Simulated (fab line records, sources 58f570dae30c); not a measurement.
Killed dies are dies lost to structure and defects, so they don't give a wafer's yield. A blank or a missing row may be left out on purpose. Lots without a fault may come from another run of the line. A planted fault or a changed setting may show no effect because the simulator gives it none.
A struck lot beside a sound one | flow berkeley_cmos170 | 44 steps out of a route of 331
Sound: wafers L354.1, L354.4, L354.5. Struck: wafers L356.3, L356.4, L356.6. The cause comes at the end.
At each step with rows: each side's tool, then ch and its chambers, then its first start. Under that, the readings that differ: sound wafers | struck wafers | difference of the means | sigmas: that difference in standard deviations of wafers without a fault.
alike: readings whose means differ by less than 2 such deviations, and words and numbers that are the same on both sides. not compared: withheld readings, readings that some wafer has no value for, bounds like >300 that may hide the same value, and numbers for which the record gives no deviation and whose values overlap.
The two part at a step that has a row with sigmas, a row that says differs or no value, or rows on one side only. Numbers that don't overlap but have no deviation are shown without sigmas and don't part them. A reading that every wafer of one side lacks parts them only if that side has two wafers or more.

first, 1 step without rows for these wafers: UCB170_PLDD_IMPLANT_09.
UCB170_PLDD_STRIP_10: strips in O2.
  sound on plasma_asher-03 ch 0,1, day 9 17:14; struck on plasma_asher-01 ch 0,1, day 10 06:47
  alike: drypump_motor_current_A, o2_flow_sccm, oes_product_au, strip_time_to_endpoint_s
  not compared: rf_hours_counter_h
UCB170_PLDD_TW_MEAS_11:
  sound on film_metro-01, day 9 17:20; struck on film_metro-03, day 10 06:53
  alike: PLDD_TW
then, 7 steps without rows for these wafers: UCB170_PLDD_CLEAN_12 (cleans in SPM, time 600 s); UCB170_NLDD_HMDS_00 (prime time 60 s); UCB170_NLDD_COAT_01 (resist thk 900 nm); UCB170_NLDD_SOFTBAKE_02 (time 60 s); UCB170_NLDD_EXPOSE_03 (exposes mask NSELECT, target cd 1200 nm); UCB170_NLDD_PEB_04; UCB170_NLDD_DEVELOP_05 (develop time 42.84 s).
UCB170_NLDD_CD_MEAS_06: target cd 1200 nm.
  sound on cd_sem-02, day 9 19:16; struck on cd_sem-02, day 10 08:31
  alike: cd_nm
UCB170_NLDD_OVL_MEAS_07:
  sound on overlay-01, day 9 19:23; struck on overlay-01, day 10 08:36
  alike: NLDD_OVL
UCB170_NLDD_IMPLANT_08:
  sound on implanter-01 ch 0, day 9 19:25; struck on implanter-01 ch 0, day 10 08:41
  reading            | sound                         | struck                        | difference | sigmas
  dose_ions_cm2      | 4.986e+13 4.994e+13 5.004e+13 | 2.751e+13 2.747e+13 2.753e+13 | -2.244e+13 | -99 or more
  faraday_current_uA | 156 158 163                   | 87 87 89                      | -71        | -22
then, 1 step without rows for these wafers: UCB170_NLDD_IMPLANT_09.
UCB170_NLDD_STRIP_10: strips in O2.
  sound on plasma_asher-04 ch 0,1, day 9 19:43; struck on plasma_asher-01 ch 0,1, day 10 08:58
  alike: drypump_motor_current_A, o2_flow_sccm, oes_product_au, strip_time_to_endpoint_s
  not compared: rf_hours_counter_h
UCB170_NLDD_TW_MEAS_11:
  sound on film_metro-02, day 9 19:49; struck on film_metro-01, day 10 09:04
  reading | sound          | struck         | difference | sigmas
  NLDD_TW | 2197 2182 2194 | 2090 2068 2058 | -119       | -7
then, 1 step without rows for these wafers: UCB170_NLDD_CLEAN_12 (cleans in SPM, time 600 s).
UCB170_SPACER_CVD_00: deposits SiO2 from TEOS/O2, target thk 376 nm, time 47 s.
  sound on pecvd-04 ch 0,1, day 9 20:03; struck on pecvd-04 ch 0,1, day 10 09:17
  alike: heater_power_w
UCB170_SPACER_THK_MEAS_01:
  sound on film_metro-04, day 9 20:06; struck on film_metro-04, day 10 09:21
  alike: SPACER_TEOS_THK
then, 1 step without rows for these wafers: UCB170_SPACER_ANNEAL_02 (time 1800 s).
UCB170_SPACER_ETCHBACK_03: etches SiO2 in CHF3/CF4/Ar, stops on Si, target depth 376 nm, time 100 s.
  sound on rie_diel-01 ch 0,2, day 10 04:11; struck on rie_diel-01 ch 0,2,3, day 10 14:44
  alike: drypump_motor_current_A, oes_product_au, throttle_valve_pct
  not compared: rf_hours_counter_h
then, 6 steps without rows for these wafers: UCB170_PSD_HMDS_00 (prime time 60 s); UCB170_PSD_COAT_01 (resist thk 900 nm); UCB170_PSD_SOFTBAKE_02 (time 60 s); UCB170_PSD_EXPOSE_03 (exposes mask PSELECT MOD, target cd 1200 nm); UCB170_PSD_PEB_04; UCB170_PSD_DEVELOP_05 (develop time 45 s).
UCB170_PSD_CD_MEAS_06: target cd 1200 nm.
  sound on cd_sem-02, day 10 05:28; struck on cd_sem-02, day 10 16:14
  reading    | sound                | struck               | difference | sigmas
  cd_nm (nm) | 1203.3 1202.2 1201.8 | 1198.1 1199.7 1201.1 | -2.8       | -2
UCB170_PSD_OVL_MEAS_07:
  sound on overlay-02, day 10 05:35; struck on overlay-01, day 10 16:20
  alike: PSD_OVL
then, 1 step without rows for these wafers: UCB170_PSD_IMPLANT_08.
UCB170_PSD_STRIP_09: strips in O2.
  sound on plasma_asher-02 ch 0,1, day 10 05:46; struck on plasma_asher-03 ch 0,1, day 10 16:32
  alike: drypump_motor_current_A, o2_flow_sccm, oes_product_au, strip_time_to_endpoint_s
  not compared: rf_hours_counter_h
UCB170_PSD_TW_MEAS_10:
  sound on film_metro-02, day 10 05:52; struck on film_metro-01, day 10 16:37
  alike: PSD_TW
then, 7 steps without rows for these wafers: UCB170_PSD_CLEAN_11 (cleans in SPM, time 600 s); UCB170_NSD_HMDS_00 (prime time 60 s); UCB170_NSD_COAT_01 (resist thk 900 nm); UCB170_NSD_SOFTBAKE_02 (time 60 s); UCB170_NSD_EXPOSE_03 (exposes mask NSELECT MOD, target cd 1200 nm); UCB170_NSD_PEB_04; UCB170_NSD_DEVELOP_05 (develop time 45 s).
UCB170_NSD_CD_MEAS_06: target cd 1200 nm.
  sound on cd_sem-02, day 10 07:26; struck on cd_sem-01, day 10 20:54
  reading    | sound                | struck               | difference | sigmas
  cd_nm (nm) | 1198.8 1198.6 1199.6 | 1202.2 1202.1 1203.4 | +3.6       | +2
UCB170_NSD_OVL_MEAS_07:
  sound on overlay-01, day 10 07:33; struck on overlay-01, day 10 20:59
  alike: NSD_OVL
then, 1 step without rows for these wafers: UCB170_NSD_IMPLANT_08.
UCB170_SDANNEAL_RS_MEAS_05: measures by four-point-probe.
  sound on film_metro-03, day 10 09:27; struck on film_metro-03, day 11 00:30
  reading          | sound             | struck            | difference | sigmas
  NLDD_RS (ohm/sq) | 617.0 617.2 615.1 | 730.4 730.5 729.9 | +113.8     | +81
UCB170_M3_PROBE_99:
  sound on prober-02, day 11 09:42; struck on prober-01, day 12 02:08
  reading                             | sound                | struck               | difference | sigmas
  model.etest.nldd.line_ohm_um        | 1277 1255 1264       | 1530 1529 1537       | +267       |
  model.etest.nldd.rs_ohm_sq          | 777.3 782.7 783.3    | 945.3 952.6 960.5    | +171.7     |
  model.etest.nmos_0p35.r_on_ohm_um   | 1464 1486 1478       | 1545 1601 1555       | +91        |
  model.etest.nmos_0p6.r_on_ohm_um    | 2277 2292 2309       | 2360 2441 2400       | +108       |
  model.etest.nmos_0p35.overlap_ff_um | 0.2667 0.2669 0.2627 | 0.2726 0.2694 0.2723 | +0.0060    |
  not compared: model.etest.nmos_turned.overlap_ff_um

WHERE THEY PART
First at UCB170_NLDD_IMPLANT_08; last, within this record, at UCB170_SDANNEAL_RS_MEAS_05.

WHY: what the simulator had put in
Process parameter drift: implanter-01, from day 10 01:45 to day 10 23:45, at UCB170_NLDD_IMPLANT_08. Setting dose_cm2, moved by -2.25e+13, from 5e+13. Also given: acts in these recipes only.
